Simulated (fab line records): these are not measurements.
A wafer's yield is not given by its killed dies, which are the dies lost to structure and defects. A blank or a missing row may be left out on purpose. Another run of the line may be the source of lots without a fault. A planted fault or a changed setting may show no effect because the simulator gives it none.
Split-lot study / flow rit_cmos / 23 wafers read from 5 lots, route of 202 steps

## ABOUT THE SPLIT
At RIT_PWELL_IMPLANT_08, the setting energy_kev was moved away from the recipe's 170 on 5 of the 23 wafers read, by -6.0% to -1.7%. For the rest of the wafers, this setting stayed at what the recipe calls for.

The reading comes from the split's own step.

## THE READING
implant.drp_nm (the simulator's own value, which no gauge read), in nm, at RIT_PWELL_IMPLANT_08. There is no usual value for it anywhere in the file.

wafer=L074.1; tool, chamber at the split=implanter-01, 0; energy_kev as run=167.1; against the recipe=-1.7%; implant.drp_nm, nm=102.3; against lot-mates on the recipe=-0.6
wafer=L074.5; tool, chamber at the split=implanter-01, 0; energy_kev as run=167.1; against the recipe=-1.7%; implant.drp_nm, nm=102.3; against lot-mates on the recipe=-0.6
wafer=L074.3; tool, chamber at the split=implanter-01, 0; energy_kev as run=170; against the recipe=recipe; implant.drp_nm, nm=102.9; against lot-mates on the recipe=-
wafer=L074.4; tool, chamber at the split=implanter-01, 0; energy_kev as run=170; against the recipe=recipe; implant.drp_nm, nm=102.9; against lot-mates on the recipe=-
wafer=L074.6; tool, chamber at the split=implanter-01, 0; energy_kev as run=170; against the recipe=recipe; implant.drp_nm, nm=102.9; against lot-mates on the recipe=-
wafer=L077.1; tool, chamber at the split=implanter-01, 0; energy_kev as run=170; against the recipe=recipe; implant.drp_nm, nm=102.9; against lot-mates on the recipe=-
wafer=L077.3; tool, chamber at the split=implanter-01, 0; energy_kev as run=170; against the recipe=recipe; implant.drp_nm, nm=102.9; against lot-mates on the recipe=-
wafer=L077.2; tool, chamber at the split=implanter-01, 0; energy_kev as run=159.8; against the recipe=-6.0%; implant.drp_nm, nm=100.6; against lot-mates on the recipe=-2.3
wafer=L077.4; tool, chamber at the split=implanter-01, 0; energy_kev as run=159.8; against the recipe=-6.0%; implant.drp_nm, nm=100.6; against lot-mates on the recipe=-2.3
wafer=L077.6; tool, chamber at the split=implanter-01, 0; energy_kev as run=159.8; against the recipe=-6.0%; implant.drp_nm, nm=100.6; against lot-mates on the recipe=-2.3
wafer=L080.1; tool, chamber at the split=implanter-01, 0; energy_kev as run=170; against the recipe=recipe; implant.drp_nm, nm=102.9; against lot-mates on the recipe=-
wafer=L080.2; tool, chamber at the split=implanter-01, 0; energy_kev as run=170; against the recipe=recipe; implant.drp_nm, nm=102.9; against lot-mates on the recipe=-
wafer=L080.4; tool, chamber at the split=implanter-01, 0; energy_kev as run=170; against the recipe=recipe; implant.drp_nm, nm=102.9; against lot-mates on the recipe=-
wafer=L080.5; tool, chamber at the split=implanter-01, 0; energy_kev as run=170; against the recipe=recipe; implant.drp_nm, nm=102.9; against lot-mates on the recipe=-
wafer=L080.6; tool, chamber at the split=implanter-01, 0; energy_kev as run=170; against the recipe=recipe; implant.drp_nm, nm=102.9; against lot-mates on the recipe=-
wafer=L082.1; tool, chamber at the split=implanter-01, 0; energy_kev as run=170; against the recipe=recipe; implant.drp_nm, nm=102.9; against lot-mates on the recipe=-
wafer=L082.2; tool, chamber at the split=implanter-01, 0; energy_kev as run=170; against the recipe=recipe; implant.drp_nm, nm=102.9; against lot-mates on the recipe=-
wafer=L082.3; tool, chamber at the split=implanter-01, 0; energy_kev as run=170; against the recipe=recipe; implant.drp_nm, nm=102.9; against lot-mates on the recipe=-
wafer=L085.1; tool, chamber at the split=implanter-03, 0; energy_kev as run=170; against the recipe=recipe; implant.drp_nm, nm=102.9; against lot-mates on the recipe=-
wafer=L085.2; tool, chamber at the split=implanter-03, 0; energy_kev as run=170; against the recipe=recipe; implant.drp_nm, nm=102.9; against lot-mates on the recipe=-
wafer=L085.3; tool, chamber at the split=implanter-03, 0; energy_kev as run=170; against the recipe=recipe; implant.drp_nm, nm=102.9; against lot-mates on the recipe=-
wafer=L085.4; tool, chamber at the split=implanter-03, 0; energy_kev as run=170; against the recipe=recipe; implant.drp_nm, nm=102.9; against lot-mates on the recipe=-
wafer=L085.6; tool, chamber at the split=implanter-03, 0; energy_kev as run=170; against the recipe=recipe; implant.drp_nm, nm=102.9; against lot-mates on the recipe=-

THE FIT
A straight line over all 23 wafers: implant.drp_nm changes by +0.382 nm for each +1% of energy_kev; r = +1.00; the points scatter about the line by 0.016 nm.
The same after taking each lot's own level away (the mean of its wafers on the recipe; 23 wafers): +0.382 nm for each +1%; r = +1.00; scatter 0.016 nm.
That fit puts the effect of the largest move of energy_kev on the reading at 2.3 nm.
The lots' own levels span 102.90 to 102.90 nm.
The two slopes are in agreement: the lot-to-lot level therefore moves the slope only a little.
Check: -2.29 nm against its lot-mates is what the line predicts for one of the wafers moved furthest among these (-6.0%) when that wafer is left out of the fit. Against them it came out at -2.3 nm.

## THESE WAFERS: OTHER SPLITS
Before the reading, these wafers also passed through other splits. Each is held against what the fit with the lots' levels taken away leaves over:
other split on the same wafers=RIT_ACTIVE_OXIDATION_01 ox_time_s; wafers away from the commonest value=15; r with implant.drp_nm (lot level and that fit taken away)=+0.37
other split on the same wafers=RIT_ACTIVE_CVD_03 pressure_mtorr; wafers away from the commonest value=15; r with implant.drp_nm (lot level and that fit taken away)=+0.49
other split on the same wafers=RIT_ACTIVE_ETCH_13 pressure_mtorr; wafers away from the commonest value=15; r with implant.drp_nm (lot level and that fit taken away)=-0.30
other split on the same wafers=RIT_NWELL_COAT_01 spin_rpm; wafers away from the commonest value=6; r with implant.drp_nm (lot level and that fit taken away)=-0.27
other split on the same wafers=RIT_NWELL_DEVELOP_05 develop_time_s; wafers away from the commonest value=5; r with implant.drp_nm (lot level and that fit taken away)=+0.13

## THE WHOLE CHAIN: every reading that the file lists as answering this split, in the file's order
step=RIT_PWELL_IMPLANT_08; what it does=; reading=implant.rp_nm (the simulator's own value, which no gauge read); change (the file's fit)=+3.69 nm for each +1% of the setting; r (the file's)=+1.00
step=RIT_PWELL_IMPLANT_08; what it does=; reading=implant.drp_nm (the simulator's own value, which no gauge read); change (the file's fit)=+0.383 nm for each +1% of the setting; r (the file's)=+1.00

## THE FILE'S OWN FIT
implant.drp_nm changes by +0.383 nm for each +1% of energy_kev, r = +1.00.
